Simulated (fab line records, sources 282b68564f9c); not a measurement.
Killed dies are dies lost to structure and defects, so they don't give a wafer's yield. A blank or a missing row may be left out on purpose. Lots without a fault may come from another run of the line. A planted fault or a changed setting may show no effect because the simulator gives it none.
One fault seen from 2 desks | flow rit_cmos | each desk has only its own numbers; what lay behind them comes last

THE TOOL OWNER'S DESK: iline_stepper-01
The tool's own readings at RIT_NLDD_EXPOSE_03 (exposes mask M7, target cd 40700 nm): means of the sampled wafers that have a number, for each lot that ran on this tool. A lot is out of limits, marked OUT, if its mean lies more than 4 standard deviations from the usual mean; the brackets give that distance.
Columns: A = focus_offset_nm at RIT_NLDD_EXPOSE_03, usual -0.1 nm
lot  | first seen here | A
L453 | day 2 17:04     | -0.6
L454 | day 2 22:14     | -0.4
L462 | day 4 15:26     | -0.4
L470 | day 6 06:45     | -0.3
L472 | day 6 15:43     | -0.3
L473 | day 6 21:27     | -0.0
This desk's finding: nothing out of limits on any of the 6 lots.

THE METROLOGY DESK
What the gauges read, lot by lot, whatever tool the lot ran on: means of the sampled wafers that have a number. A lot is out of limits, marked OUT, if its mean lies more than 4 standard deviations from the usual mean; the brackets give that distance.
Columns: A = FIELD_OXIDE_LEFT_1_THK at RIT_FOX2_THK_MEAS_90, usual 325 nm; B = NLDD_OVL at RIT_NLDD_OVL_MEAS_06, usual 0.1 nm
lot  | first seen here | A   | B
L453 | day 1 19:36     | 317 | -2.5
L454 | day 2 00:13     | 330 | -0.8
L457 | day 2 16:53     | 323 | 0.8
L458 | day 2 20:28     | 320 | 0.8
L462 | day 3 17:30     | 324 | -0.4
L463 | day 3 21:19     | 326 | 1.4
L464 | day 4 02:15     | 331 | 0.8
L466 | day 4 12:14     | 320 | 1.1
L470 | day 5 09:42     | 326 | -2.4
L471 | day 5 13:59     | 325 | -0.9
L472 | day 5 18:26     | 324 | -181.1 (-99 or more) OUT
L473 | day 5 23:19     | 324 | -181.8 (-99 or more) OUT
L474 | day 6 04:52     | 336 | -0.5
L476 | day 6 14:23     | 323 | 1.3
This desk's finding: out of limits on L472, L473; first on L472, day 6 16:04 (NLDD_OVL at RIT_NLDD_OVL_MEAS_06). In limits: L453, L454, L457, L458, L462, L463, L464, L466, L470, L471, L474, L476.

PUT TOGETHER
The metrology desk could have raised an alarm at day 6 16:04, on L472, L473.
The tool owner's desk saw nothing out of limits.
The tool owner's desk has L472, L473 on record, within its limits.
Of the lots named, all ran RIT_NLDD_EXPOSE_03 on iline_stepper-01.

WHAT THE SIMULATOR HAD PUT IN
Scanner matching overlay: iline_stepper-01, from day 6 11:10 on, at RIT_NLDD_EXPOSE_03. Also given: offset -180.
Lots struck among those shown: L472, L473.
Hours from the fault's start to each desk's first reading out of limits: the metrology desk, 5.
